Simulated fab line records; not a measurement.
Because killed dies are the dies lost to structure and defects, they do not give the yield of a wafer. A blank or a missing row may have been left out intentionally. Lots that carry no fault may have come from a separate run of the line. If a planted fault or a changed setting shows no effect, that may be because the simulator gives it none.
What tool caused it?	flow berkeleyCmos170	Sampling: 16 lots, 48 wafers, 6 of 331 route steps

== WHAT THE GAUGES READ, wafer by wafer ==
UCB170_GATE_THK_MEAS_05. Usual: for GATE_POLY_THK the level is 214.5 nm and the standard deviation is 2.1.
lot	measured	on	GATE_POLY_THK (nm)	flag
L540	day 6 12:11	filmMetro-03	211.8 210.4 211.1	
L541	day 6 18:37	filmMetro-01	215.4 216.5 215.6	
L542	day 6 18:41	filmMetro-03	212.0 212.8 213.1	
L543	day 6 18:41	filmMetro-01	215.6 213.4 214.7	
L545	day 7 06:49	filmMetro-03	210.5 212.2 212.4	
L547	day 7 18:53	filmMetro-02	216.2 215.2 213.5	
L548	day 8 05:04	filmMetro-03	217.0 216.8 216.3	
L550	day 8 05:04	filmMetro-02	216.1 215.0 214.8	
L549	day 8 13:20	filmMetro-03	126.4 126.1 128.3	OFF
L551	day 9 02:59	filmMetro-02	131.3 129.2 131.4	OFF
L552	day 9 02:58	filmMetro-03	126.0 127.4 127.1	OFF
L553	day 9 03:02	filmMetro-02	130.4 129.8 132.3	OFF
L557	day 9 21:42	filmMetro-03	212.0 211.2 212.1	
L560	day 10 17:45	filmMetro-01	217.1 214.4 215.7	
L561	day 10 17:44	filmMetro-03	213.7 212.7 215.6	
L562	day 10 17:44	filmMetro-02	215.5 215.3 215.6	

UCB170_SDANNEAL_RS_MEAS_03: uses a four-point probe to measure. Usual: for NSD_RS the level is 37.28 ohm/sq and the standard deviation is 0.095.
lot	measured	on	NSD_RS (ohm/sq)	flag
L540	day 7 04:13	filmMetro-04	37.26 37.19 37.15	
L541	day 7 11:55	filmMetro-01	37.31 37.33 37.29	
L542	day 7 12:41	filmMetro-02	37.29 37.36 37.36	
L543	day 7 12:29	filmMetro-01	37.26 37.25 37.29	
L545	day 8 00:27	filmMetro-02	37.26 37.41 37.28	
L547	day 8 13:31	filmMetro-02	37.34 37.35 37.45	
L548	day 8 20:37	filmMetro-04	37.16 37.27 37.11	
L550	day 8 20:36	filmMetro-02	37.30 37.29 37.32	
L549	day 9 03:16	filmMetro-01	37.29 37.37 37.45	
L551	day 9 17:40	filmMetro-02	37.33 37.28 37.27	
L552	day 9 19:26	filmMetro-04	37.15 37.20 37.24	
L553	day 9 19:56	filmMetro-02	37.35 37.37 37.34	
L557	day 10 12:04	filmMetro-02	37.38 37.37 37.37	
L560	day 11 09:55	filmMetro-01	37.36 37.39 37.26	
L561	day 11 09:46	filmMetro-04	37.14 37.19 37.24	
L562	day 11 10:16	filmMetro-04	37.19 37.22 37.14	

UCB170_V2_BOW_MEAS_03. Usual: for V2_BOW the level is 36 um and the standard deviation is 6.9.
lot	measured	on	V2_BOW (um)	flag
L540	day 7 21:40	filmMetro-01	38 41 37	
L541	day 8 07:36	filmMetro-03	31 38 41	
L542	day 8 07:17	filmMetro-02	48 39 51	
L543	day 8 07:14	filmMetro-01	38 40 46	
L545	day 8 21:39	filmMetro-01	40 43 36	
L547	day 9 09:44	filmMetro-01	32 38 32	
L548	day 9 16:52	filmMetro-02	20 26 29	
L550	day 9 17:23	filmMetro-01	35 32 30	
L549	day 9 20:26	filmMetro-02	40 47 45	
L551	day 10 10:07	filmMetro-03	52 40 51	
L552	day 10 15:59	filmMetro-01	38 42 49	
L553	day 10 16:17	filmMetro-02	41 50 41	
L557	day 11 03:15	filmMetro-03	40 37 33	
L560	day 12 08:08	filmMetro-01	47 41 38	
L561	day 12 07:11	filmMetro-02	32 27 35	
L562	day 12 07:56	filmMetro-02	41 25 29	

UCB170_M3_CD_MEAS_90: target cd 700 nm. Usual: cdNm reads 699.6 nm (standard deviation 2.8).
lot	measured	on	cdNm (nm)	flag
L540	day 8 02:16	cdSem-01	698.0 696.6 695.3	
L541	day 8 12:45	cdSem-02	700.3 699.7 702.3	
L542	day 8 12:31	cdSem-01	700.0 698.1 695.8	
L543	day 8 12:17	cdSem-02	700.3 699.1 696.7	
L545	day 9 02:22	cdSem-01	701.7 702.9 699.7	
L547	day 9 14:22	cdSem-01	700.4 698.9 699.6	
L548	day 9 21:44	cdSem-01	692.4 693.7 695.3	
L550	day 9 22:11	cdSem-01	702.3 701.3 703.3	
L549	day 10 01:49	cdSem-02	700.0 698.3 699.9	
L551	day 10 15:02	cdSem-02	696.2 697.8 697.4	
L552	day 10 21:11	cdSem-01	703.1 703.3 701.2	
L553	day 10 21:30	cdSem-02	700.6 699.4 697.2	
L557	day 11 08:37	cdSem-02	701.9 700.4 698.0	
L560	day 12 13:19	cdSem-02	696.5 697.5 700.7	
L561	day 12 12:28	cdSem-01	696.5 696.8 701.3	
L562	day 12 13:04	cdSem-01	701.3 699.4 699.6	

== WHAT TOOL EACH LOT RAN ON (gives the tool, then ch and the chambers of the sampled wafers, and finally the start) ==
lot	UCB170_GATE_CVD_04	UCB170_GATE_ETCH_15
L540	lpcvd-02 ch 1, day 6 10:45	rieSi-02 ch 0,3, day 6 13:23
L541	lpcvd-02 ch 1, day 6 17:13	rieSi-01 ch 2,3, day 6 20:04
L542	lpcvd-02 ch 0, day 6 17:13	rieSi-02 ch 0,2,3, day 6 20:32
L543	lpcvd-02 ch 1, day 6 17:13	rieSi-01 ch 0,3, day 6 20:20
L545	lpcvd-02 ch 0, day 7 05:25	rieSi-01 ch 0,2,3, day 7 08:19
L547	lpcvd-02 ch 1, day 7 17:29	rieSi-02 ch 0,3, day 7 20:19
L548	lpcvd-01 ch 0, day 8 03:40	rieSi-01 ch 0,1,2, day 8 06:32
L550	lpcvd-01 ch 1, day 8 03:40	rieSi-02 ch 1,2,3, day 8 06:19
L549	lpcvd-01 ch 1, day 8 11:55	rieSi-02 ch 1,2,3, day 8 14:33
L551	lpcvd-01 ch 0, day 9 01:33	rieSi-01 ch 1,2, day 9 04:23
L552	lpcvd-01 ch 0, day 9 01:33	rieSi-02 ch 0,1,3, day 9 04:39
L553	lpcvd-01 ch 0, day 9 01:33	rieSi-01 ch 0,2,3, day 9 04:40
L557	lpcvd-02 ch 1, day 9 20:18	rieSi-02 ch 0,1,3, day 9 23:02
L560	lpcvd-02 ch 0, day 10 15:38	rieSi-01 ch 2,3, day 10 19:14
L561	lpcvd-02 ch 0, day 10 15:38	rieSi-02 ch 1,2,3, day 10 18:58
L562	lpcvd-02 ch 1, day 10 15:38	rieSi-02 ch 1,2,3, day 10 19:27
- UCB170_GATE_CVD_04: deposits poly-Si from SiH4, time 1440 s, target thk 214 nm.
- UCB170_GATE_ETCH_15: etches poly-Si in HBr/Cl2, stops on SiO2, time 56.3 s, target depth 278.2 nm.

== AS READ BY THE TOOLS THEMSELVES (means over the sampled wafers that have a number; for cases with no such wafer, the mark the record gives instead) ==
UCB170_GATE_CVD_04. Usual: pressureMtorr 375.1 mTorr, standard deviation 0.64; spikeTcCentreC 612.5 C, standard deviation 1.2; spikeTcLoadC 629.8 C, standard deviation 2.1; spikeTcSourceC 631.0 C, standard deviation 2.5; susceptorTempC 610.00 C, standard deviation 0.28.
lot	tool	pressureMtorr (mTorr)	spikeTcCentreC (C)	spikeTcLoadC (C)	spikeTcSourceC (C)	susceptorTempC (C)	flag
L540	lpcvd-02	375.1	613.8	628.0	633.4	609.94	
L541	lpcvd-02	375.3	612.5	627.8	634.9	610.21	
L542	lpcvd-02	375.1	613.4	629.6	627.9	609.39	
L543	lpcvd-02	375.1	612.6	628.4	632.5	610.16	
L545	lpcvd-02	375.1	611.8	629.6	627.3	610.05	
L547	lpcvd-02	374.8	612.3	627.0	632.7	609.92	
L548	lpcvd-01	374.6	612.4	628.7	631.7	610.10	
L550	lpcvd-01	374.3	613.6	633.0	630.1	610.18	
L549	lpcvd-01	374.9	594.0	611.4	610.6	589.44	OFF
L551	lpcvd-01	375.3	590.9	608.6	611.9	589.01	OFF
L552	lpcvd-01	375.0	590.6	609.0	610.5	589.01	OFF
L553	lpcvd-01	375.4	589.8	608.3	610.8	589.40	OFF
L557	lpcvd-02	374.4	611.3	628.7	634.0	609.92	
L560	lpcvd-02	375.8	611.7	629.1	626.3	610.00	
L561	lpcvd-02	374.6	611.7	629.1	628.3	609.69	
L562	lpcvd-02	375.6	612.9	628.0	634.1	609.93	

UCB170_GATE_ETCH_15. Usual: drypumpMotorCurrentA 5.8 A, standard deviation 0.33; oesProductAu 0.832 a.u., standard deviation 0.014; throttleValvePct 26.51 %, standard deviation 0.23.
lot	tool	drypumpMotorCurrentA (A)	oesProductAu (a.u.)	throttleValvePct (%)	flag
L540	rieSi-02	5.8	0.812	26.47	
L541	rieSi-01	6.0	0.827	26.48	
L542	rieSi-02	5.7	0.821	26.68	
L543	rieSi-01	5.8	0.850	26.40	
L545	rieSi-01	5.9	0.832	26.44	
L547	rieSi-02	5.8	0.820	26.48	
L548	rieSi-01	5.6	0.842	26.46	
L550	rieSi-02	5.5	0.828	26.57	
L549	rieSi-02	5.5	0.602	26.56	OFF
L551	rieSi-01	5.7	0.611	26.51	OFF
L552	rieSi-02	5.6	0.606	26.52	OFF
L553	rieSi-01	5.9	0.616	26.45	OFF
L557	rieSi-02	5.6	0.823	26.52	
L560	rieSi-01	6.2	0.829	26.38	
L561	rieSi-02	5.5	0.824	26.56	
L562	rieSi-02	5.6	0.831	26.56	

== THE ANSWER, worked out from the rows above alone ==
Rule: a lot counts as off when the mean over its wafers that have a number is more than 3 standard deviations away from the usual mean. A lot without any number at a reading at which 4 lots or more have one is off too. Any other lot the step has rows for is counted as sound. Order of review: gauges by route order, followed by the tools' own readings, for which a lot's mean as printed above is used. The first step at which some lot is off is used, and at that step the reading that is off furthest; a lot without a number counts as furthest.
Off: L549, L551, L552, L553, seen at UCB170_GATE_THK_MEAS_05 (GATE_POLY_THK).
A tool fits if, at a process step before that reading, it ran every lot that is off, and no sound lot after the first of them. Not tried: the gauges at UCB170_GATE_THK_MEAS_05; whatever is off there is also off at UCB170_GATE_CVD_04, on other tools, and gauge error can't account for it. One candidate fits, namely lpcvd-01 at UCB170_GATE_CVD_04. Its last sound lot is L548 (day 8 03:40), its first lot that is off L549 (day 8 11:55): a fault that began between those two fits.
The tool's own readings at UCB170_GATE_CVD_04 bear it out: on the lots that are off they differ by more than 5 times the standard deviation of the sound lots' means. spikeTcCentreC reads 591.3 C there against 612.5 C on the sound lots; spikeTcLoadC reads 609.3 C there against 628.9 C on the sound lots; spikeTcSourceC reads 611.0 C there against 631.1 C on the sound lots; susceptorTempC reads 589.22 C there against 609.96 C on the sound lots.

== WHAT THE SIMULATOR HAD INSERTED ==
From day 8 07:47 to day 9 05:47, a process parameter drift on lpcvd-01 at UCB170_GATE_CVD_04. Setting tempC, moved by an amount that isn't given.
Shown lots that were struck: L549, L552, L551, L553. This agrees with what the rule above found.
